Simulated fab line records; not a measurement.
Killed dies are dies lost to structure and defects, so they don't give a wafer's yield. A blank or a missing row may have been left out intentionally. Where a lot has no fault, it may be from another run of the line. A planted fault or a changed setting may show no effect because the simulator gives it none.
fab line records | flow berkeleyCmos170
record lots=6 wafers=18 lastDay=11
route steps=331 shown V2@294 M3@331
lots untouched by any fault: they come from a run of this same line in which no faults occurred
startH: start of the lot's first displayed wafer, in hours after the record's first day | waitH: how many hours have passed since the lot's step before this one | " as in the row above | L1.1+2: several wafers, shown together as one row | - no value present, or no start provided | * or withheld: withheld | < > ~ a bound
route shown NAME@n: a module of which the file shows steps, and the number in the route of the first | usual: the fault-free wafers' mean and standard deviation | same: alike in all rows | chamber/n: place in a boat | sites: per-site readings | _std_site: the standard deviation of these | _edge_site: mean of outer sites minus mean of inner sites | radiusMm: how far each site lies from the wafer's centre | mask NAME#n: copy n | behind: tool/chamber where the wafer was last shaped | hold: what put the lot on hold/how long, in hours/how the hold closed | device: the n, p or np transistor that did not switch | end of line: tests run on the same wafers once the route is complete | a step without rows: its recipe alone | killed: dies lost to structure and defects at the first sort, not the wafer's yield | map: a wafer's dies, x killed, . not, _ none there
set.NAME: the setting the step ran with; set.NAME@STEP: the setting that earlier step ran with | model.NAME: the simulator's own value behind a step, which no gauge read
lots seen at some steps along the route; tables by step, rows by wafer
services: from which hour (startH, from the record's first day; less than 0 if before it) a tool's chamber was out of use, for how many hours, and why
## steps
# step UCB170_V2_CMP_02
# recipe material=SiO2 downForcePsi=6 platenRpm=60 padVelocityMS=0.75398
# usual motorCurrentA=16.3/1.6 platenRpm=60.00/0.043 slurryFlowMlMin=150.0/0.44
# columns lot.wafer tool chamber startH waitH motorCurrentA platenRpm slurryFlowMlMin
L803.4 cmp-02 0 202.18 0.1 19.3 59.99 149.0
L803.1 " 1 " " 15.7 60.01 149.6
L803.3 " 2 " " 14.7 60.01 149.3
L808.3 cmp-01 0 224.07 0.1 16.1 60.02 150.0
L808.2 " 1 " " 18.1 60.04 150.8
L808.4 " 2 " " 13.5 59.91 150.0
L815.1 cmp-02 1 245.99 0.1 14.6 60.02 150.3
L815.4 " 3 " " 18.1 59.94 149.8
L815.6 " 1 " " 15.2 59.98 150.2
L813.4 cmp-01 3 246.02 0.0 16.1 60.03 149.9
L813.2 " 1 " " 17.1 59.94 150.1
L813.6 " 3 " " 15.6 60.01 149.3
L816.2 cmp-02 3 254.08 0.0 17.7 59.99 151.1
L816.1 " 0 " " 18.8 59.97 150.6
L816.6 " 3 " " 18.6 60.02 150.2
L819.2 cmp-01 2 269.90 0.0 13.6 59.99 150.1
L819.3 " 3 " " 14.8 59.96 150.3
L819.1 " 0 " " 15.9 60.06 150.2
# step UCB170_V2_BOW_MEAS_03
# recipe mode=bow
# usual V2_BOW=37/7.3
# columns lot.wafer tool chamber startH waitH V2_BOW[um]
L803.1 filmMetro-02 - 202.43 0.1 39
L803.3 " - " " 33
L803.4 " - " " 40
L808.2 filmMetro-04 - 224.34 0.2 46
L808.3 " - " " 42
L808.4 " - " " 35
L815.1 filmMetro-02 - 246.24 0.2 36
L815.4 " - " " 38
L815.6 " - " " 43
L813.2 filmMetro-01 - 246.34 0.2 40
L813.4 " - " " 36
L813.6 " - " " 37
L816.1 filmMetro-02 - 254.38 0.2 32
L816.2 " - " " 24
L816.6 " - " " 22
L819.1 filmMetro-04 - 270.20 0.1 33
L819.2 " - " " 27
L819.3 " - " " 34
# step UCB170_V2_THK_MEAS_04
# recipe reads=SiO2_of_V2_CVD_00
# usual V2_POLISHED_THK=999.4/1.4
# columns lot.wafer tool chamber startH waitH V2_POLISHED_THK[nm]
L803.1 filmMetro-02 - 202.55 0.1 997.8
L803.3 " - " " 998.4
L803.4 " - " " 996.3
L808.2 filmMetro-04 - 224.45 0.1 999.1
L808.3 " - " " 999.7
L808.4 " - " " 1000.3
L815.1 filmMetro-02 - 246.36 0.1 996.6
L815.4 " - " " 1000.0
L815.6 " - " " 997.2
L813.2 filmMetro-01 - 246.45 0.1 997.3
L813.4 " - " " 999.1
L813.6 " - " " 999.1
L816.1 filmMetro-02 - 254.50 0.1 998.8
L816.2 " - " " 1002.4
L816.6 " - " " 1002.6
L819.1 filmMetro-04 - 270.32 0.1 999.7
L819.2 " - " " 999.4
L819.3 " - " " 1001.7
# step UCB170_V2_CLEAN_05
# recipe chemistry=DIW
# step UCB170_V2_HMDS_06
# recipe primeTimeS=60 primeTempC=100
# step UCB170_V2_COAT_07
# recipe resist=KrF spinRpm=1500 resistThkNm=900
# step UCB170_V2_SOFTBAKE_08
# recipe resist=KrF tempC=130 timeS=60
# step UCB170_V2_EXPOSE_09
# recipe maskId=VIA2 targetCdNm=700 na=0.5 sigmaOuter=0.6 sourceShape=conventional doseMj=37
# step UCB170_V2_PEB_10
# recipe pebTempC=130 pebTimeS=withheld resist=KrF
# step UCB170_V2_DEVELOP_11
# recipe developer=TMAH developTimeS=45 resist=KrF devTempC=21
# step UCB170_V2_CD_MEAS_12
# recipe targetCdNm=700
# usual cdNm=700.0/1.7
# columns lot.wafer tool chamber startH waitH cdNm
L803.1 cdSem-02 - 203.76 - 701.8
L803.3 " - " " 701.8
L803.4 " - " " 702.9
L808.2 cdSem-02 - 225.89 - 698.2
L808.3 " - " " 698.9
L808.4 " - " " 697.5
L815.1 cdSem-02 - 247.59 - 699.3
L815.4 " - " " 701.1
L815.6 " - " " 700.3
L813.2 cdSem-02 - 247.94 - 699.1
L813.4 " - " " 699.7
L813.6 " - " " 698.5
L816.1 cdSem-01 - 255.78 - 703.4
L816.2 " - " " 702.3
L816.6 " - " " 703.9
L819.1 cdSem-02 - 271.70 - 700.0
L819.2 " - " " 699.5
L819.3 " - " " 698.8
# step UCB170_V2_OVL_MEAS_13
# usual V2_OVL=-3/4.9
# columns lot.wafer tool chamber startH waitH V2_OVL[nm]
L803.1 overlay-02 - 203.88 0.1 -10
L803.3 " - " " -8
L803.4 " - " " -9
L808.2 overlay-02 - 226.00 0.1 6
L808.3 " - " " 4
L808.4 " - " " 5
L815.1 overlay-02 - 247.71 0.1 11
L815.4 " - " " 0
L815.6 " - " " 4
L813.2 overlay-02 - 248.05 0.1 -7
L813.4 " - " " 2
L813.6 " - " " -4
L816.1 overlay-01 - 255.90 0.1 -9
L816.2 " - " " -5
L816.6 " - " " -5
L819.1 overlay-01 - 271.82 0.1 -4
L819.2 " - " " -2
L819.3 " - " " -1
# step UCB170_V2_ETCH_14
# recipe chemistry=CHF3/CF4/Ar target=SiO2 stopOn=Al CHF3_flow_sccm=45 cf4FlowSccm=15 Ar_flow_sccm=150 pressureMtorr=200 rfW=700 targetDepthA=12500 overEtchFrac=0.25 timeS=291
# usual drypumpMotorCurrentA=5.8/0.56 oesProductAu=0.873/0.011 throttleValvePct=6.94/0.13
# same timeS=291
# columns lot.wafer tool chamber startH waitH drypumpMotorCurrentA oesProductAu rfHoursCounterH throttleValvePct model.KrF_of_V2_COAT_07.thkNm
L803.1 rieDiel-01 0 203.91 0.0 6.6 0.875 6 6.84 608.7
L803.3 " 1 " " 6.5 0.884 5 6.69 614.4
L803.4 " 2 " " 5.3 0.867 136 7.03 608.2
L808.2 rieDiel-02 1 226.03 0.0 5.1 0.869 6 7.05 612.6
L808.3 " 0 " " 5.2 0.874 21 6.87 612.1
L808.4 " 0 " " 5.2 0.884 - 6.88 611.1
L815.1 rieDiel-02 1 247.75 0.0 5.1 0.862 8 7.07 609.7
L815.4 " 0 " " 5.2 0.872 - 6.88 610.7
L815.6 " 3 " " 6.6 0.866 - 6.85 655.6
L813.2 rieDiel-03 0 248.08 0.0 5.6 0.874 0 7.17 621.4
L813.4 " 2 " " 5.8 0.890 66 7.04 612.7
L813.6 " 3 " " 5.3 0.875 - 6.96 614.5
L816.1 rieDiel-02 0 255.94 0.0 5.2 0.882 22 6.89 607.4
L816.2 " 3 " " 6.6 0.870 45 6.88 655.7
L816.6 " 1 " " 5.1 0.872 - 7.06 611.1
L819.1 rieDiel-01 3 271.86 0.0 5.6 0.848 109 6.81 613.5
L819.2 " 2 " " 5.3 0.870 0 7.03 613.9
L819.3 " 1 " " 6.6 0.883 8 6.70 613.1
# step UCB170_V2_STRIP_15
# recipe chemistry=O2 powerW=400 pressureMtorr=3500 platenTempC=withheld o2FlowSccm=400 overashFraction=0.5
# usual drypumpMotorCurrentA=5.9/0.52 o2FlowSccm=399.9/1.3 oesProductAu=0.722/0.0045 stripTimeToEndpointS=15.31/0.12
# columns lot.wafer tool chamber startH waitH drypumpMotorCurrentA o2FlowSccm oesProductAu rfHoursCounterH stripTimeToEndpointS
L803.1 plasmaAsher-02 0 204.09 0.1 4.8 400.4 0.728 50 15.29
L803.3 " 1 " " 6.0 397.2 0.716 - 15.41
L803.4 " 0 " " 4.8 402.0 0.727 - 15.28
L808.2 plasmaAsher-02 0 226.20 0.1 4.8 398.3 0.730 53 15.38
L808.3 " 1 " " 6.0 400.5 0.717 - 15.36
L808.4 " 0 " " 4.8 400.8 0.719 - 15.31
L815.1 plasmaAsher-04 0 247.93 0.1 5.6 400.2 0.727 45 15.31
L815.4 " 0 " " 5.6 398.7 0.716 - 15.31
L815.6 " 1 " " 6.1 399.5 0.722 - 16.32
L813.2 plasmaAsher-03 0 248.26 0.1 6.0 400.6 0.718 58 15.57
L813.4 " 1 " " 6.4 397.7 0.720 - 15.38
L813.6 " 1 " " 6.4 399.0 0.723 - 15.41
L816.1 plasmaAsher-03 0 256.12 0.1 6.0 398.6 0.720 59 15.26
L816.2 " 1 " " 6.4 399.9 0.726 59 16.33
L816.6 " 0 " " 6.0 399.4 0.730 - 15.33
L819.1 plasmaAsher-03 0 272.03 0.1 6.0 400.5 0.721 61 15.39
L819.2 " 1 " " 6.4 401.6 0.716 61 15.40
L819.3 " 0 " " 6.0 400.4 0.716 - 15.38
# step UCB170_V2_CD_MEAS_90
# recipe targetCdNm=700
# usual cdNm=699.9/1.7
# columns lot.wafer tool chamber startH waitH cdNm
L803.1 cdSem-01 - 204.19 0.1 702.1
L803.3 " - " " 701.7
L803.4 " - " " 701.2
L808.2 cdSem-01 - 226.32 0.1 698.4
L808.3 " - " " 698.4
L808.4 " - " " 697.0
L815.1 cdSem-01 - 248.03 0.1 699.3
L815.4 " - " " 700.3
L815.6 " - " " 699.3
L813.2 cdSem-02 - 248.38 0.1 699.2
L813.4 " - " " 698.9
L813.6 " - " " 699.0
L816.1 cdSem-01 - 256.22 0.1 702.3
L816.2 " - " " 701.5
L816.6 " - " " 703.0
L819.1 cdSem-01 - 272.13 0.1 701.2
L819.2 " - " " 699.0
L819.3 " - " " 698.7
# step UCB170_M3_PROBE_99
# columns lot.wafer tool chamber startH waitH model.etest.antennaM3.vtShiftV
L803.1 prober-01 - 206.95 0.1 -0.01557
L803.3 prober-01 - 207.05 0.2 -0.0158
L803.4 prober-01 - 207.10 0.2 -0.01855
L808.2 prober-02 - 229.82 0.1 -0.01355
L808.3 prober-02 - 229.87 0.2 -0.01371
L808.4 prober-02 - 229.92 0.2 -0.01316
L815.1 prober-02 - 252.67 0.1 -0.01517
L815.4 prober-02 - 252.82 0.2 -0.01358
L815.6 prober-02 - 252.92 0.2 -0.01321
L813.2 prober-01 - 253.17 0.1 -0.01304
L813.4 prober-01 - 253.27 0.2 -0.01611
L813.6 prober-01 - 253.37 0.2 -0.01257
L816.1 prober-01 - 259.02 0.1 -0.01212
L816.2 prober-01 - 259.07 0.1 -0.01078
L816.6 prober-01 - 259.27 0.2 -0.01387
L819.1 prober-01 - 275.72 0.1 -0.01618
L819.2 prober-01 - 275.77 0.1 -0.01579
L819.3 prober-01 - 275.82 0.2 -0.01709
# killed by level:class
L803.3 WELLDRIVE:geometricParticle:open=1 M2:geometricParticle:short=1
L803.4 CONTACT:geometricParticle:short=1 M2:geometricParticle:short=1
L808.2 PWELL:areaEtch=2 WELLDRIVE:geometricParticle:short=1
L808.3 GATE:geometricParticle:short=2 SPACER:geometricParticle:short=1 SILICIDE:geometricParticle:open=1
L808.4 PWELL:areaEtch=5 ACTIVE:areaEtch=2 WELLDRIVE:geometricParticle:open=1 GATE:geometricParticle:open=1
L815.1 WELLDRIVE:geometricParticle:short=1 GATE:geometricParticle:open=1 GATE:geometricParticle:short=1 SILICIDE:geometricParticle:short=1
L815.4 SCREENOX:geometricParticle:open=1
L815.6 GATE:geometricParticle:short=2 V2:areaEtch=2 SPACER:geometricParticle:open=1 V1:geometricParticle:open=1
L813.2 SCREENOX:geometricParticle:short=1 SPACER:geometricParticle:short=1 SILICIDE:geometricParticle:open=1
L813.4 WELLDRIVE:geometricParticle:open=1 CONTACT:geometricParticle:open=1 NWELL:areaEtch=1
L813.6 FIELD:geometricParticle:open=1 V2:geometricParticle:open=1
L819.1 FIELD:geometricParticle:open=1 SACOX:geometricParticle:open=1 SPACER:geometricParticle:short=1 V2:geometricParticle:open=1
L819.2 SPACER:geometricParticle:short=2 START:geometricParticle:open=1 SPACER:geometricParticle:open=1 V2:geometricParticle:open=1
L819.3 SILICIDE:geometricParticle:short=2 GATE:geometricParticle:open=1 GATE:geometricParticle:short=1 CONTACT:geometricParticle:open=1 V1:geometricParticle:short=1
## services
# columns tool chamber startH hours kind
cmp-01 - 182.34 1.3 repair
cmp-02 - 188.39 1.5 repair
rieDiel-03 3 190.55 10.0 repair
rieDiel-03 3 200.58 - clean
rieDiel-03 3 200.58 23.8 scheduledDown
rieDiel-03 3 200.58 23.8 ventCycle
plasmaAsher-04 - 211.67 28.1 pm
rieDiel-01 1 214.85 5.7 repair
rieDiel-03 0 227.21 - clean
rieDiel-03 0 227.21 17.3 scheduledDown
rieDiel-03 0 227.21 17.3 ventCycle
cmp-02 - 232.00 4.0 pm
cmp-02 - 236.00 - consumableReplace:conditioner
cmp-02 - 236.00 - consumableReplace:pad
rieDiel-01 2 251.13 - clean
rieDiel-01 2 251.13 18.2 scheduledDown
rieDiel-01 2 251.13 18.2 ventCycle
plasmaAsher-02 - 257.22 3.6 repair
## key
firstSign step=UCB170_V2_STRIP_15 reading=stripTimeToEndpointS direction=up sigmas=8.5 usual=* struck=*
effect none on later readings
modelEffect step=UCB170_V2_ETCH_14 value=KrF_of_V2_COAT_07.thkNm without=601.8 struck=655.7
modelEffect step=UCB170_M3_PROBE_99 value=etest.antennaM3.vtShiftV without=-0.01634 struck=-0.012
metAt UCB170_V2_ETCH_14
struckWafers L815.6,L816.2
sortLeftOut L816.2
fault kind=processParameterDrift tool=rieDiel-02 chamber=3 onsetH=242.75 steps=UCB170_V2_ETCH_14 channel=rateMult offset=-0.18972 shape=step endH=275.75
# sortLeftOut: the simulated sort isn't trusted on such a fault, so these wafers' sort isn't shown, and their yield isn't known
